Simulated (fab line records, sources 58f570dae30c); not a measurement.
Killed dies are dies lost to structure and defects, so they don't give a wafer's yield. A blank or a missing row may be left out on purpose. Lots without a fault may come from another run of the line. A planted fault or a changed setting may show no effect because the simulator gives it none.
fab line records | flow berkeley_cmos170
record lots=5 wafers=23
route steps=331 shown V2@294 M3@310
start_h: hours from the record's first day to the start of the lot's first wafer shown | wait_h: hours since the lot's step before | " the same as in the row above | L1.1+2: a row that stands for several wafers | - no value, or no start given | * or withheld: withheld | < > ~ a bound
route shown NAME@n: a module of which the file shows steps, and the number in the route of the first | usual: mean/standard deviation of fault-free wafers | same: alike in all rows | chamber/n: place in a boat | sites: the reading at each site | _std_site: their standard deviation | _edge_site: outer sites' mean less inner sites' | radius_mm: how far each site lies from the wafer's centre | mask NAME#n: copy n | behind: the tool/chamber that last shaped the wafer | hold: why the lot was held/for how many hours/how that ended | device: the transistor (n, p or np) that didn't switch | end of line: the same wafers' tests at the end of the route | a step without rows: its recipe alone | killed: dies lost to structure and defects at the first sort, not the wafer's yield | map: a wafer's dies, x killed, . not, _ none there
set.NAME: the setting as run; set.NAME@STEP: as run at that earlier step | model.NAME: the simulator's own value behind a step, which no gauge read
lots whose settings were changed on purpose; a table a step, a row a wafer
## steps
# step UCB170_V2_CMP_02
# recipe material=SiO2 down_force_psi=6 platen_rpm=60 pad_velocity_m_s=0.75398
# columns lot.wafer tool chamber start_h wait_h set.leave_above_ref_nm model.SiO2_of_V2_CVD_00.thk_nm
L078.2 cmp-01 0 187.36 0.0 1000 -
L078.1+6 " 1,0 " " 1000 1001
L078.3 " 2 " " 928.6 -
L078.5 " 1 " " 928.6 929.8
L075.1+2 cmp-02 1,3 187.69 0.1 1000 -
L075.4+5+6 " 0,1,2 " " 1000 1001
L081.2 cmp-01 0 209.71 0.0 1000 998.8
L081.4 " 1 " " 1000 999.2
L081.3+1+5 " 2,3,1 " " 1000 1000
L080.3+1+6 cmp-01 3,0,2 211.60 0.1 1000 1001
L083.1+4 cmp-01 3,1 220.86 0.1 1000 1001
L083.2 " 0 " " 940.8 942.3
L083.3 " 2 " " 940.8 941.7
L083.5 " 3 " " 940.8 941.4
# step UCB170_V2_THK_MEAS_04
# recipe reads=SiO2_of_V2_CVD_00
# usual V2_POLISHED_THK=1000.3/1.1
# columns lot.wafer tool chamber start_h wait_h set.leave_above_ref_nm@V2_CMP_02 V2_POLISHED_THK[nm]
L078.1 film_metro-02 - 187.78 0.1 1000 1000.5
L078.2 " - " " 1000 999.4
L078.3 " - " " 928.6 929.2
L078.5 " - " " 928.6 929.5
L078.6 " - " " 1000 1000.7
L075.1 film_metro-03 - 188.11 0.1 1000 1000.7
L075.2 " - " " 1000 1001.2
L075.4 " - " " 1000 1000.5
L075.5 " - " " 1000 1000.3
L075.6 " - " " 1000 1001.1
L081.1 film_metro-02 - 210.13 0.1 1000 1000.0
L081.2 " - " " 1000 998.8
L081.3 " - " " 1000 999.3
L081.4 " - " " 1000 999.3
L081.5 " - " " 1000 1000.7
L080.1 film_metro-01 - 211.97 0.1 1000 1002.3
L080.3 " - " " 1000 1001.1
L080.6 " - " " 1000 1000.7
L083.1 film_metro-03 - 221.28 0.1 1000 1002.0
L083.2 " - " " 940.8 942.3
L083.3 " - " " 940.8 941.0
L083.4 " - " " 1000 1000.6
L083.5 " - " " 940.8 940.9
# step UCB170_V2_ETCH_14
# recipe chemistry=CHF3/CF4/Ar target=SiO2 stop_on=Al CHF3_flow_sccm=45 cf4_flow_sccm=15 Ar_flow_sccm=150 pressure_mtorr=200 rf_w=700 target_depth_a=12500 over_etch_frac=0.25 time_s=291
# columns lot.wafer tool chamber start_h wait_h set.rf_w set.leave_above_ref_nm@V2_CMP_02 model.V2.feature_depth_nm model.etch.depth_nm model.KrF_of_V2_COAT_07.thk_nm
L078.1 rie_diel-02 3 189.40 0.0 700 1000 1001 1001 607.6
L078.2 " 2 " " 622 1000 999.6 - 622.8
L078.3 " 1 " " 700 928.6 929.5 - 609.3
L078.5 " 2 " " 700 928.6 929.8 929.8 605.4
L078.6 " 3 " " 622 1000 1001 1001 623.5
L075.1 rie_diel-03 0 189.95 0.0 700 1000 1001 - 614.3
L075.2 " 1 " " 700 1000 1001 - 613
L075.4 " 2 " " 700 1000 1001 1001 609.7
L075.5 " 1 " " 700 1000 1001 1001 613.5
L075.6 " 0 " " 700 1000 1001 1001 614
L081.1 rie_diel-03 2 211.36 0.0 700 1000 1000 1000 610.1
L081.2 " 1 " " 700 1000 998.9 998.8 613.6
L081.3 " 3 " " 700 1000 1000 1000 615.5
L081.4 " 0 " " 700 1000 999.3 999.2 612.8
L081.5 " 2 " " 700 1000 1000 1000 609.9
L080.1 rie_diel-02 3 213.68 0.0 700 1000 1002 1001 610.2
L080.3 " 0 " " 700 1000 1001 1001 610.7
L080.6 " 0 " " 700 1000 1001 1001 614.4
L083.1 rie_diel-02 1 222.53 0.0 762.7 1000 1002 1001 600.4
L083.2 " 2 " " 700 940.8 942.3 942.3 612.1
L083.3 " 0 " " 700 940.8 941.7 941.7 613
L083.4 " 3 " " 762.7 1000 1002 1001 598
L083.5 " 1 " " 762.7 940.8 942.7 941.4 602.6
# step UCB170_V2_STRIP_15
# recipe chemistry=O2 power_w=400 pressure_mtorr=3500 platen_temp_c=withheld o2_flow_sccm=400 overash_fraction=0.5
# usual strip_time_to_endpoint_s=15.35/0.076
# columns lot.wafer tool chamber start_h wait_h set.rf_w@V2_ETCH_14 strip_time_to_endpoint_s
L078.1 plasma_asher-02 0 189.58 0.1 700 15.25
L078.2 " 1 " " 622 15.61
L078.3 " 1 " " 700 15.28
L078.5 " 0 " " 700 15.21
L078.6 " 1 " " 622 15.62
L075.1 plasma_asher-03 1 190.13 0.1 700 15.42
L075.2 " 0 " " 700 15.39
L075.4 " 0 " " 700 15.31
L075.5 " 0 " " 700 15.40
L075.6 " 1 " " 700 15.42
L081.1 plasma_asher-04 1 211.54 0.1 700 15.32
L081.2 " 0 " " 700 15.38
L081.3 " 0 " " 700 15.43
L081.4 " 1 " " 700 15.38
L081.5 " 0 " " 700 15.29
L080.1 plasma_asher-03 0 213.85 0.1 700 15.31
L080.3 " 0 " " 700 15.33
L080.6 " 0 " " 700 15.41
L083.1 plasma_asher-04 1 222.71 0.1 762.7 15.10
L083.2 " 0 " " 700 15.35
L083.3 " 0 " " 700 15.38
L083.4 " 1 " " 762.7 15.02
L083.5 " 0 " " 762.7 15.14
# step UCB170_M3_SPUTTER_01
# recipe material=Al target_thk_nm=900 time_s=120 power_w=6000 chamber_pressure_pa=0.5
# columns lot.wafer tool chamber start_h wait_h set.time_s model.Al_of_M3_SPUTTER_01.thk_nm
L078.1 pvd_sputter-03 - 189.87 0.0 120 903.7
L078.2 " - " " 104.7 785.3
L078.3 " - " " 104.7 788
L078.5 " - " " 120 901
L078.6 " - " " 120 898.6
L075.1 pvd_sputter-04 - 190.42 0.0 105 790
L075.2 " - " " 105 787.2
L075.4 " - " " 120 907.4
L075.5 " - " " 120 908.4
L075.6 " - " " 120 904.3
L081.1 pvd_sputter-01 - 211.83 0.0 120 898.4
L081.2 " - " " 115.3 864.6
L081.3 " - " " 115.3 861
L081.4 " - " " 120 902.1
L081.5 " - " " 120 910.1
L080.1 pvd_sputter-04 - 214.14 0.0 120 896.8
L080.3 " - " " 120 907.7
L080.6 " - " " 120 903.2
L083.1 pvd_sputter-01 - 222.99 0.0 120 910.6
L083.2 " - " " 120 909.1
L083.3 " - " " 125.6 944.7
L083.4 " - " " 125.6 949.6
L083.5 " - " " 120 905
# step UCB170_M3_RS_MEAS_02
# recipe thk_meas_gauge=four-point-probe reads=Al_of_M3_SPUTTER_01
# usual M3_AL_RS=0.0321/0.00031
# columns lot.wafer tool chamber start_h wait_h set.time_s@M3_SPUTTER_01 M3_AL_RS[ohm/sq]
L078.1 film_metro-01 - 189.95 0.0 120 0.0320
L078.2 " - " " 104.7 0.0369
L078.3 " - " " 104.7 0.0367
L078.5 " - " " 120 0.0321
L078.6 " - " " 120 0.0322
L075.1 film_metro-03 - 190.50 0.0 105 0.0367
L075.2 " - " " 105 0.0369
L075.4 " - " " 120 0.0319
L075.5 " - " " 120 0.0319
L075.6 " - " " 120 0.0320
L081.1 film_metro-04 - 211.93 0.0 120 0.0322
L081.2 " - " " 115.3 0.0335
L081.3 " - " " 115.3 0.0336
L081.4 " - " " 120 0.0321
L081.5 " - " " 120 0.0318
L080.1 film_metro-03 - 214.22 0.0 120 0.0322
L080.3 " - " " 120 0.0319
L080.6 " - " " 120 0.0321
L083.1 film_metro-04 - 223.08 0.0 120 0.0317
L083.2 " - " " 120 0.0317
L083.3 " - " " 125.6 0.0306
L083.4 " - " " 125.6 0.0304
L083.5 " - " " 120 0.0320
# step UCB170_M3_THK_MEAS_03
# recipe thk_meas_gauge=xrf reads=Al_of_M3_SPUTTER_01
# usual M3_AL_THK=893/10
# columns lot.wafer tool chamber start_h wait_h set.time_s@M3_SPUTTER_01 M3_AL_THK[nm]
L078.1 film_metro-01 - 190.07 0.1 120 887
L078.2 " - " " 104.7 772
L078.3 " - " " 104.7 780
L078.5 " - " " 120 890
L078.6 " - " " 120 889
L075.1 film_metro-03 - 190.62 0.1 105 783
L075.2 " - " " 105 777
L075.4 " - " " 120 897
L075.5 " - " " 120 897
L075.6 " - " " 120 893
L081.1 film_metro-04 - 212.05 0.1 120 889
L081.2 " - " " 115.3 856
L081.3 " - " " 115.3 856
L081.4 " - " " 120 889
L081.5 " - " " 120 901
L080.1 film_metro-03 - 214.34 0.1 120 882
L080.3 " - " " 120 894
L080.6 " - " " 120 892
L083.1 film_metro-04 - 223.20 0.1 120 905
L083.2 " - " " 120 893
L083.3 " - " " 125.6 933
L083.4 " - " " 125.6 938
L083.5 " - " " 120 891
# step UCB170_M3_METAL_ETCH_18
# recipe chemistry=Cl2/BCl3 target=Al stop_on=SiO2 pressure_mtorr=12 target_depth_a=11700 over_etch_frac=0.3 time_s=195 icp_w=600 bias_w=120 Cl2_flow_sccm=90 bcl3_flow_sccm=45
# usual oes_product_au=0.859/0.018
# columns lot.wafer tool chamber start_h wait_h set.icp_w set.leave_above_ref_nm@V2_CMP_02 set.time_s@M3_SPUTTER_01 oes_product_au model.KrF_of_M3_COAT_10.thk_nm model.SiO2_of_V2_CVD_00.thk_nm model.M3.feature_depth_nm
L078.1 rie_metal-04 0 192.40 - 537 1000 120 0.864 274.9 943.8 955.5
L078.2 " 1 " " 600 1000 104.7 0.811 - - -
L078.3 " 1 " " 537 928.6 104.7 0.799 - - -
L078.5 " 1 " " 600 928.6 120 0.861 203.3 868.1 957.4
L078.6 " 0 " " 537 1000 120 0.870 271.3 943.9 950.4
L075.1 rie_metal-03 0 192.78 - 600 1000 105 0.773 - - -
L075.2 " 1 " " 625.3 1000 105 0.801 - - -
L075.4 " 0 " " 600 1000 120 0.842 211.8 939.6 963.4
L075.5 " 0 " " 625.3 1000 120 0.845 178.2 936.5 967.2
L075.6 " 1 " " 600 1000 120 0.863 202.2 938.5 961.3
L081.1 rie_metal-04 1 214.27 - 600 1000 120 0.865 214.8 939 954.1
L081.2 " 0 " " 655.2 1000 115.3 0.846 153.4 932.3 925.8
L081.3 " 1 " " 600 1000 115.3 0.848 210.5 938.9 917
L081.4 " 0 " " 655.2 1000 120 0.866 156.7 932.7 963.3
L081.5 " 1 " " 655.2 1000 120 0.877 164.8 934.3 970.8
L080.1 rie_metal-03 0 216.31 - 600 1000 120 0.842 205.6 939.8 953.2
L080.3 " 0 " " 600 1000 120 0.846 204.6 939.3 964.2
L080.6 " 0 " " 600 1000 120 0.837 213.9 939.5 959
L083.1 rie_metal-03 1 225.37 - 671 1000 120 0.869 121.3 931.6 974.7
L083.2 " 0 " " 671 940.8 120 0.848 124 873.5 972.5
L083.3 " 0 " " 600 940.8 125.6 0.856 200.8 879.9 1001
L083.4 " 1 " " 671 1000 125.6 0.885 120.2 931.4 1014
L083.5 " 0 " " 600 940.8 120 0.844 191.1 878.8 962.2
# step UCB170_M3_STRIP_19
# recipe chemistry=O2 power_w=400 pressure_mtorr=3500 platen_temp_c=withheld o2_flow_sccm=400 overash_fraction=0.5
# usual oes_product_au=0.542/0.012
# columns lot.wafer tool chamber start_h wait_h set.icp_w@M3_METAL_ETCH_18 oes_product_au
L078.1 plasma_asher-01 0 192.59 0.1 537 0.613
L078.2 " 1 " " 600 0.533
L078.3 " 0 " " 537 0.611
L078.5 " 0 " " 600 0.536
L078.6 " 1 " " 537 0.606
L075.1 plasma_asher-02 1 192.96 0.1 600 0.540
L075.2 " 0 " " 625.3 0.502
L075.4 " 0 " " 600 0.538
L075.5 " 0 " " 625.3 0.511
L075.6 " 1 " " 600 0.539
L081.1 plasma_asher-01 0 214.46 0.1 600 0.545
L081.2 " 1 " " 655.2 0.480
L081.3 " 0 " " 600 0.542
L081.4 " 1 " " 655.2 0.494
L081.5 " 0 " " 655.2 0.499
L080.1 plasma_asher-04 0 216.50 0.1 600 0.539
L080.3 " 0 " " 600 0.537
L080.6 " 1 " " 600 0.547
L083.1 plasma_asher-01 1 225.56 0.1 671 0.456
L083.2 " 0 " " 671 0.448
L083.3 " 1 " " 600 0.535
L083.4 " 0 " " 671 0.450
L083.5 " 0 " " 600 0.521
# step UCB170_M3_CD_MEAS_90
# recipe target_cd_nm=700
# usual cd_nm=700.6/2.2
# columns lot.wafer tool chamber start_h wait_h set.icp_w@M3_METAL_ETCH_18 cd_nm
L078.1 cd_sem-02 - 192.69 0.1 537 709.8
L078.2 " - " " 600 703.3
L078.3 " - " " 537 709.7
L078.5 " - " " 600 705.3
L078.6 " - " " 537 710.4
L075.1 cd_sem-01 - 193.06 0.1 600 699.1
L075.2 " - " " 625.3 696.0
L075.4 " - " " 600 699.8
L075.5 " - " " 625.3 700.3
L075.6 " - " " 600 700.3
L081.1 cd_sem-02 - 214.56 0.1 600 701.2
L081.2 " - " " 655.2 696.5
L081.3 " - " " 600 704.1
L081.4 " - " " 655.2 698.1
L081.5 " - " " 655.2 698.1
L080.1 cd_sem-01 - 216.60 0.1 600 699.6
L080.3 " - " " 600 703.8
L080.6 " - " " 600 702.8
L083.1 cd_sem-01 - 225.69 0.1 671 693.5
L083.2 " - " " 671 696.6
L083.3 " - " " 600 702.7
L083.4 " - " " 671 693.4
L083.5 " - " " 600 703.2
## key
split step=UCB170_V2_CMP_02 setting=leave_above_ref_nm stated=1000 by=wafer
response step=UCB170_V2_CMP_02 reading=model.SiO2_of_V2_CVD_00.thk_nm change=+9.98 per=1% r=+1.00
response step=UCB170_V2_THK_MEAS_04 reading=V2_POLISHED_THK change=+10 per=1% r=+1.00
response step=UCB170_V2_ETCH_14 reading=model.V2.feature_depth_nm change=+10 per=1% r=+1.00
response step=UCB170_V2_ETCH_14 reading=model.etch.depth_nm change=+9.98 per=1% r=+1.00
response step=UCB170_M3_METAL_ETCH_18 reading=model.SiO2_of_V2_CVD_00.thk_nm change=+9.79 per=1% r=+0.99
split step=UCB170_V2_ETCH_14 setting=rf_w stated=700 by=wafer
response step=UCB170_V2_ETCH_14 reading=model.KrF_of_V2_COAT_07.thk_nm change=-1.39 per=1% r=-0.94
response step=UCB170_V2_STRIP_15 reading=strip_time_to_endpoint_s change=* per=1% r=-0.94
split step=UCB170_M3_SPUTTER_01 setting=time_s stated=120 by=wafer
response step=UCB170_M3_SPUTTER_01 reading=model.Al_of_M3_SPUTTER_01.thk_nm change=+9.21 per=1% r=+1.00
response step=UCB170_M3_RS_MEAS_02 reading=M3_AL_RS change=-0.000374 per=1% r=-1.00
response step=UCB170_M3_THK_MEAS_03 reading=M3_AL_THK change=+9.04 per=1% r=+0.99
response step=UCB170_M3_METAL_ETCH_18 reading=oes_product_au change=+0.00484 per=1% r=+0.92
response step=UCB170_M3_METAL_ETCH_18 reading=model.M3.feature_depth_nm change=+9.09 per=1% r=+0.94
split step=UCB170_M3_METAL_ETCH_18 setting=icp_w stated=600 by=wafer
response step=UCB170_M3_METAL_ETCH_18 reading=model.KrF_of_M3_COAT_10.thk_nm change=-6.26 per=1% r=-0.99
response step=UCB170_M3_STRIP_19 reading=oes_product_au change=-0.00659 per=1% r=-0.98
response step=UCB170_M3_CD_MEAS_90 reading=cd_nm change=-0.602 per=1% r=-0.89
